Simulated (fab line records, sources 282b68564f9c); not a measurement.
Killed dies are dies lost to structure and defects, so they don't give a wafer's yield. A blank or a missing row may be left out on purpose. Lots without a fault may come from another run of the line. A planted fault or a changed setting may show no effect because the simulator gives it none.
A sampling plan put to the test | flow rit_cmos | one fab line, 8 faults that these records tell of, each judged on the records of the lots that it struck; 3 more are left out, because the records don't allow judging them
The plan is the line's own looks: the steps of the route at which a gauge or an inspection reads the wafer and doesn't change it. A look can be judged if struck wafers have a number there and the file gives its usual mean and standard deviation on fault-free wafers. Caught: at a look after the fault's first step, the mean of the struck wafers lies 4 or more of those standard deviations (sigma) from the usual mean. On the tool: the same test on the tool's own readings at the fault's steps. Another recipe on the struck wafers, or a record that is blank for them alone, also counts as caught.

THE FAULTS, as the simulator had put them in
1. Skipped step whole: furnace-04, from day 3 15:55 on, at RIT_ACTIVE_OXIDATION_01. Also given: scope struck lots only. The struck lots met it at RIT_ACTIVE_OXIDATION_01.
2. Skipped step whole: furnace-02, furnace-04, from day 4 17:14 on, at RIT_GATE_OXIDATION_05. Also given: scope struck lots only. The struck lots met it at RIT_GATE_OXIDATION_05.
3. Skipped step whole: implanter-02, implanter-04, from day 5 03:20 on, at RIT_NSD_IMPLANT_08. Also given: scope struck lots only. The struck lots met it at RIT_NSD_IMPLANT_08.
4. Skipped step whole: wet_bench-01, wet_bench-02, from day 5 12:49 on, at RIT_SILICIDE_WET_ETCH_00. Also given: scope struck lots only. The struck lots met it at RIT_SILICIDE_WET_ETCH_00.
5. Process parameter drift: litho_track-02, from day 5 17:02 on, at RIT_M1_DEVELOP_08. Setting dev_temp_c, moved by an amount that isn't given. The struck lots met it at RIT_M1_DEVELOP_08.
6. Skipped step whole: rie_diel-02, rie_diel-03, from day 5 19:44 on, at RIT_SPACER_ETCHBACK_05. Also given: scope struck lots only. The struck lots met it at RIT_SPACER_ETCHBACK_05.
7. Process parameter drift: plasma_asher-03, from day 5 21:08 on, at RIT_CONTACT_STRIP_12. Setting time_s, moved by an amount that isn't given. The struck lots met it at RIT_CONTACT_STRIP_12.
8. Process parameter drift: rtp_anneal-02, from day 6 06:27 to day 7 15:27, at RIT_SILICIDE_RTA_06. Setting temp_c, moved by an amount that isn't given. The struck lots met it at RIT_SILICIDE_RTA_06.

WHAT THE PLAN SAW
fault | on the tool itself                               | first look that catches it     | reading, sigma | median hours from its first step to that look | hours from the fault's start to the first struck lot there | judged looks passed uncaught
1     | the tool's record is blank for the struck wafers | no look after it can be judged | -              | -                                             | -                                                          | 0
2     | the tool's record is blank for the struck wafers | no look after it can be judged | -              | -                                             | -                                                          | 0
3     | the tool's record is blank for the struck wafers | RIT_NSD_TW_MEAS_10             | NSD_TW -79     | 0.3                                           | 2                                                          | 0
4     | the tool's record is blank for the struck wafers | no look after it can be judged | -              | -                                             | -                                                          | 0
5     | developer_temp_C +6.4 sigma                      | no look after it can be judged | -              | -                                             | -                                                          | 0
6     | the tool's record is blank for the struck wafers | no look after it can be judged | -              | -                                             | -                                                          | 0
7     | run_length_s -15 sigma                           | no look after it can be judged | -              | -                                             | -                                                          | 0
8     | wafer_temp_C_max -83 sigma                       | no look after it can be judged | -              | -                                             | -                                                          | 0
A dash: the fault isn't caught, or these records don't give the number.

Caught at a look: 1 of 8. Caught on the tool: 8 of 8. By one or the other: 8 of 8.
Caught on the tool alone: faults 1, 2, 4, 5, 6, 7, 8.

THINNER SAMPLING
If the look that catches a fault measured only every second or every third lot, by lot number, the first struck lot would be measured this late in the worst case:
fault | struck lots at that look, in order of time | every lot | every second lot | every third lot
3     | L277, L278                                 | 2 h       | 4 h              | may miss all 2
Hours are from the fault's start to the first struck lot that is measured. The limit of 4 sigma was tested on all struck wafers together, so one lot alone may lie under it. Other struck lots may not be in these records.

THE LONGEST TIMED WAY FROM STEP TO LOOK
Fault 3: a median of 0.3 hours passes between RIT_NSD_IMPLANT_08 and RIT_NSD_TW_MEAS_10. No look between them can be judged.
